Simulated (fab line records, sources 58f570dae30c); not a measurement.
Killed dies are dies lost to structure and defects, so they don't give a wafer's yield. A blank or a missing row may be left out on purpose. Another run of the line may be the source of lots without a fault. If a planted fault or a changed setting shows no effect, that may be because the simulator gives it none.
Which tool was responsible? :: flow berkeley-cmos170 :: 18 wafers from 6 lots sampled at 2 of the route's 331 steps

## WHAT EACH GAUGE READ, for each wafer
UCB170_NWELL_THK_MEAS_05.
lot: L294
measured: day 2 13:55
on: film-metro-02
NWELL_NITRIDE_THK (nm): 220.6 220.6 221.4

lot: L296
measured: day 2 20:28
on: film-metro-04
NWELL_NITRIDE_THK (nm): 223.0 221.1 222.6

lot: L299
measured: day 3 10:45
on: film-metro-04
NWELL_NITRIDE_THK (nm): 221.2 226.1 223.5

lot: L301
measured: day 3 18:00
on: film-metro-03
NWELL_NITRIDE_THK (nm): 156.5 154.1 157.2

lot: L312
measured: day 6 08:01
on: film-metro-04
NWELL_NITRIDE_THK (nm): 220.9 224.6 223.4

lot: L315
measured: day 6 21:07
on: film-metro-02
NWELL_NITRIDE_THK (nm): 224.6 226.3 226.5

## WHICH TOOL RAN EACH LOT (tool, then ch and the chambers of the sampled wafers, then the start)
lot: L294
UCB170_NWELL_CVD_04: lpcvd-02 ch 0, day 2 11:59

lot: L296
UCB170_NWELL_CVD_04: lpcvd-01 ch 1, day 2 18:31

lot: L299
UCB170_NWELL_CVD_04: lpcvd-02 ch 1, day 3 08:49

lot: L301
UCB170_NWELL_CVD_04: lpcvd-02 ch 1, day 3 16:04

lot: L312
UCB170_NWELL_CVD_04: lpcvd-01 ch 1, day 6 06:05

lot: L315
UCB170_NWELL_CVD_04: lpcvd-01 ch 0, day 6 19:10
- UCB170_NWELL_CVD_04: deposits Si3N4 from SiH2Cl2/NH3, target thk 224 nm, time 3360 s.

## THE ANSWER, worked out from the rows above alone
Rule: the usual values come from the lots themselves. The widest of any qualifying gaps counts: lots, ordered by their means at a reading, are off when they make up no more than a third of the lots, leave a main group of 4 or more, and stand apart from it by 3 or more times the standard deviation of that group's means. If all means in a main group match to the digits the tables above print for the reading, that group is not used. A lot without any number at a reading at which 4 lots or more have one is off too. The other lots that the step has rows for count as sound.
Off: at UCB170_NWELL_THK_MEAS_05 (NWELL_NITRIDE_THK), L301. Main group: mean 223.1 nm, sd 1.6.
A tool fits if, at a process step before that reading, it ran every lot that is off, and no sound lot after the first of them. The gauges at UCB170_NWELL_THK_MEAS_05 are tried like those tools. This does not decide it: 2 tools fit, namely lpcvd-02 at UCB170_NWELL_CVD_04 and film-metro-03 at UCB170_NWELL_THK_MEAS_05.

## WHAT HAD BEEN PUT IN BY THE SIMULATOR
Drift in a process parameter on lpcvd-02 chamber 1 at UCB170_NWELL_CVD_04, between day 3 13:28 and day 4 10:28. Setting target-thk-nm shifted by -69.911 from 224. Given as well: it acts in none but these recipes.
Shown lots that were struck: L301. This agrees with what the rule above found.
